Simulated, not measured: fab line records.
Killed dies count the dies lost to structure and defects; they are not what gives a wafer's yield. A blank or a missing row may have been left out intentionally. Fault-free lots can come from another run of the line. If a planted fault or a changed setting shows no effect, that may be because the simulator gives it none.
Code-filled problem report in 8D (eight disciplines) form || flow berkeley-cmos170 || the parts of the form that need people (team, actions taken, sign-off) are left out

## 1. WHAT IS WRONG
bias-w at UCB170_M2_METAL_ETCH_18 reads a mean of 186.1 W on 6 wafers of 2 lots; wafers without a fault read 120.0 W with a standard deviation of 0.35. That is +99 or more standard deviations from the usual mean.
The step: etches Al in Cl2/BCl3, stops on SiO2, target depth 1170 nm, time 195 s.
Seen first at day 12 12:29 on rie-metal-02, wafer L455.1. At this step, 42 wafers from 14 lots have a number in the record. Rule for "out", or "out of limits": more than 4 standard deviations from the usual mean. The other wafers with a number count as sound.

## 2. WHAT THIS IS AND IS NOT
{"question": "which readings at this step", "is": "bias-w", "is not": "drypump-motor-current-A, mfc-cl2-sccm, oes-product-au, throttle-valve-pct"}
{"question": "which lots", "is": "L455, L458", "is not": "L438, L440, L441, L443, L444, L448, L449, L450, L451, L454, L457, L461"}
{"question": "which wafers of those lots", "is": "all that have a number", "is not": "-"}
{"question": "read on which tools", "is": "rie-metal-02", "is not": "rie-metal-03, rie-metal-04"}
{"question": "when", "is": "from day 12 12:29", "is not": "up to then (30 sound wafers); but 6 sound wafers of L457, L461 came after"}

## 3. THE SUSPECTS, EACH WITH WHAT RULES IT OUT
Counting: a tool stays on the suspect list if, at a process step up to the reading, it processed all lots that are out and no sound lot following the first of them.
- rie-diel-01 at UCB170_CONTACT_ETCH_17 (etches BARC in N2/H2): kept. It processed each lot that is out, first L455 at day 12 01:20, and no sound lot thereafter; up to then, the last sound lot it processed was L454 at day 11 17:54.
- rie-metal-02 at UCB170_M2_METAL_ETCH_18 (etches Al in Cl2/BCl3, stops on SiO2, target depth 1170 nm, time 195 s): kept. It processed each lot that is out, first L455 at day 12 12:29, and no sound lot thereafter; up to then, the last sound lot it processed was L450 at day 11 03:44. Its own readings are out on those wafers: bias-w.
What counting leaves: rie-diel-01 at UCB170_CONTACT_ETCH_17 and rie-metal-02 at UCB170_M2_METAL_ETCH_18.

## 4. THE CAUSE (what the simulator had put in)
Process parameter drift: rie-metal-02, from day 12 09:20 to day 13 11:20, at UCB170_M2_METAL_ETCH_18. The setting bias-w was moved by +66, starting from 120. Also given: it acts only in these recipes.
This tool is one of the 2 suspects left after counting.

## 5. SEQUENCE OF EFFECTS, ordered by route
Each row: a reading whose mean over the struck wafers that have a number lies more than 3 standard deviations from the usual. Readings are gone through only where the record gives a usual standard deviation; hours: the median, over the lots, of the time from a lot's start at the first step in this table giving one to that lot's start at this step; sigmas: the change measured in usual standard deviations.
{"hours": 0, "step": "UCB170_M2_METAL_ETCH_18", "reading": "bias-w", "usual": "120.0 W", "on struck wafers": 186.1, "change": "+66.1", "sigmas": "+99 or more"}
{"hours": 0, "step": "UCB170_M2_STRIP_19", "reading": "oes-product-au", "usual": "0.540 a.u.", "on struck wafers": 0.428, "change": -0.112, "sigmas": -8.6}
Process steps it contains:
- UCB170_M2_METAL_ETCH_18: etches Al in Cl2/BCl3, stops on SiO2, target depth 1170 nm, time 195 s.
- UCB170_M2_STRIP_19: strips in O2.

## 6. HOW IT WOULD HAVE BEEN CAUGHT EARLIER
First out-of-limits reading in this record: day 12 12:29, which is 3 hours after fault onset at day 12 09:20.
